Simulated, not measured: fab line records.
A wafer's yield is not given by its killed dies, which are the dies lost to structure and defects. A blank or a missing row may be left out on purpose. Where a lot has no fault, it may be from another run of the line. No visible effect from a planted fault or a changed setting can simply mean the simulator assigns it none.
Split-lot study / flow berkeley cmos170 / route with 331 steps; 5 lots, 23 wafers read

SPLIT DETAILS
At UCB170_M2_SPUTTER_01 (material Al, target thk 900 nm, time 120 s), the setting time s was moved away from the recipe's 120 s on 9 of the 23 wafers read, by -12.3% to +13.4%. The other wafers ran this setting at the recipe's value.

FROM THE SPLIT TO THE READING: what the file shows between them, 6 steps
- UCB170_M2_RS_MEAS_02: measures by four-point-probe
- UCB170_M2_THK_MEAS_03: measures by xrf
- UCB170_M2_PEB_13 (also split here: peb temp c)
- UCB170_M2_DEVELOP_14: develop time 45 s
- UCB170_M2_CD_MEAS_15: target cd 700 nm
- UCB170_M2_ETCH_17: etches BARC in N2/H2

THE READING
oes product au, in a.u., at UCB170_M2_METAL_ETCH_18 (etches Al in Cl2/BCl3, stops on SiO2, target depth 1170 nm, time 195 s). A value of 0.855 a.u. with a standard deviation of 0.014 a.u. is what fault-free wafers of this fab line usually give.

wafer=L075.1; tool, chamber at the split=pvd sputter-04, -; time s as run, s=120; against the recipe=recipe; oes product au, a.u.=0.863; against lot-mates on the recipe=-
wafer=L075.2; tool, chamber at the split=pvd sputter-04, -; time s as run, s=120; against the recipe=recipe; oes product au, a.u.=0.854; against lot-mates on the recipe=-
wafer=L075.4; tool, chamber at the split=pvd sputter-04, -; time s as run, s=120; against the recipe=recipe; oes product au, a.u.=0.836; against lot-mates on the recipe=-
wafer=L075.5; tool, chamber at the split=pvd sputter-04, -; time s as run, s=120; against the recipe=recipe; oes product au, a.u.=0.871; against lot-mates on the recipe=-
wafer=L075.6; tool, chamber at the split=pvd sputter-04, -; time s as run, s=120; against the recipe=recipe; oes product au, a.u.=0.849; against lot-mates on the recipe=-
wafer=L074.1; tool, chamber at the split=pvd sputter-01, -; time s as run, s=136.1; against the recipe=+13.4%; oes product au, a.u.=0.923; against lot-mates on the recipe=+0.068
wafer=L074.2; tool, chamber at the split=pvd sputter-01, -; time s as run, s=120; against the recipe=recipe; oes product au, a.u.=0.850; against lot-mates on the recipe=-
wafer=L074.4; tool, chamber at the split=pvd sputter-01, -; time s as run, s=136.1; against the recipe=+13.4%; oes product au, a.u.=0.907; against lot-mates on the recipe=+0.052
wafer=L074.5; tool, chamber at the split=pvd sputter-01, -; time s as run, s=120; against the recipe=recipe; oes product au, a.u.=0.860; against lot-mates on the recipe=-
wafer=L074.6; tool, chamber at the split=pvd sputter-01, -; time s as run, s=136.1; against the recipe=+13.4%; oes product au, a.u.=0.920; against lot-mates on the recipe=+0.065
wafer=L077.1; tool, chamber at the split=pvd sputter-01, -; time s as run, s=112.2; against the recipe=-6.5%; oes product au, a.u.=0.854; against lot-mates on the recipe=-0.011
wafer=L077.2; tool, chamber at the split=pvd sputter-01, -; time s as run, s=112.2; against the recipe=-6.5%; oes product au, a.u.=0.812; against lot-mates on the recipe=-0.053
wafer=L077.3; tool, chamber at the split=pvd sputter-01, -; time s as run, s=120; against the recipe=recipe; oes product au, a.u.=0.881; against lot-mates on the recipe=-
wafer=L077.4; tool, chamber at the split=pvd sputter-01, -; time s as run, s=120; against the recipe=recipe; oes product au, a.u.=0.850; against lot-mates on the recipe=-
wafer=L077.5; tool, chamber at the split=pvd sputter-01, -; time s as run, s=112.2; against the recipe=-6.5%; oes product au, a.u.=0.848; against lot-mates on the recipe=-0.017
wafer=L079.2; tool, chamber at the split=pvd sputter-01, -; time s as run, s=105.3; against the recipe=-12.3%; oes product au, a.u.=0.789; against lot-mates on the recipe=-0.070
wafer=L079.3; tool, chamber at the split=pvd sputter-01, -; time s as run, s=120; against the recipe=recipe; oes product au, a.u.=0.841; against lot-mates on the recipe=-
wafer=L079.4; tool, chamber at the split=pvd sputter-01, -; time s as run, s=105.3; against the recipe=-12.3%; oes product au, a.u.=0.811; against lot-mates on the recipe=-0.047
wafer=L079.5; tool, chamber at the split=pvd sputter-01, -; time s as run, s=105.3; against the recipe=-12.3%; oes product au, a.u.=0.779; against lot-mates on the recipe=-0.080
wafer=L079.6; tool, chamber at the split=pvd sputter-01, -; time s as run, s=120; against the recipe=recipe; oes product au, a.u.=0.876; against lot-mates on the recipe=-
wafer=L078.1; tool, chamber at the split=pvd sputter-04, -; time s as run, s=120; against the recipe=recipe; oes product au, a.u.=0.862; against lot-mates on the recipe=-
wafer=L078.3; tool, chamber at the split=pvd sputter-04, -; time s as run, s=120; against the recipe=recipe; oes product au, a.u.=0.851; against lot-mates on the recipe=-
wafer=L078.6; tool, chamber at the split=pvd sputter-04, -; time s as run, s=120; against the recipe=recipe; oes product au, a.u.=0.851; against lot-mates on the recipe=-

FIT RESULTS
A straight line over all 23 wafers: oes product au changes by +0.00459 a.u. for each +1% of time s; r = +0.92; the points scatter about the line by 0.014 a.u.
The same after taking each lot's own level away (the mean of its wafers on the recipe; 23 wafers): +0.00485 a.u. for each +1%; r = +0.93; scatter 0.014 a.u.
The reading moves by 0.065 a.u. for the largest change in time s, on that fit.
Across the lots, their own levels run from 0.8546 to 0.8655 a.u., a range of 0.8 times the standard deviation given above.
So the lot-to-lot level changes the slope little: the two slopes agree.
Check: with one of the wafers moved furthest among these (+13.4%) left out of the fit, the line predicts +0.0633 a.u. for it against its lot-mates. Against them it came out at +0.068 a.u.

THE OTHER SPLITS THESE WAFERS WENT THROUGH
These wafers also went through other splits before the reading. Each is held against what the fit with the lots' levels taken away leaves over:
other split on the same wafers=UCB170_NSD_COAT_01 resist thk nm; wafers away from the commonest value=7; r with oes product au (lot level and that fit taken away)=-0.45
other split on the same wafers=UCB170_M1_SPUTTER_00 power w; wafers away from the commonest value=8; r with oes product au (lot level and that fit taken away)=+0.09
other split on the same wafers=UCB170_M1_METAL_ETCH_12 icp w; wafers away from the commonest value=6; r with oes product au (lot level and that fit taken away)=+0.12
other split on the same wafers=UCB170_M2_PEB_13 peb temp c; wafers away from the commonest value=9; r with oes product au (lot level and that fit taken away)=-0.10

THE WHOLE CHAIN: every reading that the file lists as answering this split, in the file's order
step=UCB170_M2_SPUTTER_01; what it does=material Al, target thk 900 nm, time 120 s; reading=Al_of_M2_SPUTTER_01.thk nm (the simulator's own value, which no gauge read); change (the file's fit)=+9.12 nm for each +1% of the setting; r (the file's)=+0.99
step=UCB170_M2_RS_MEAS_02; what it does=measures by four-point-probe; reading=M2_AL_RS; change (the file's fit)=-0.00033 for each +1% of the setting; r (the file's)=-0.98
step=UCB170_M2_THK_MEAS_03; what it does=measures by xrf; reading=M2_AL_THK; change (the file's fit)=+9.29 for each +1% of the setting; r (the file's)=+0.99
step=UCB170_M2_METAL_ETCH_18; what it does=etches Al in Cl2/BCl3, stops on SiO2, target depth 1170 nm, time 195 s; reading=oes product au; change (the file's fit)=+0.00486 a.u. for each +1% of the setting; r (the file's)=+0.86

THE FILE'S OWN FIT
oes product au changes by +0.00486 a.u. for each +1% of time s, r = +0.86.
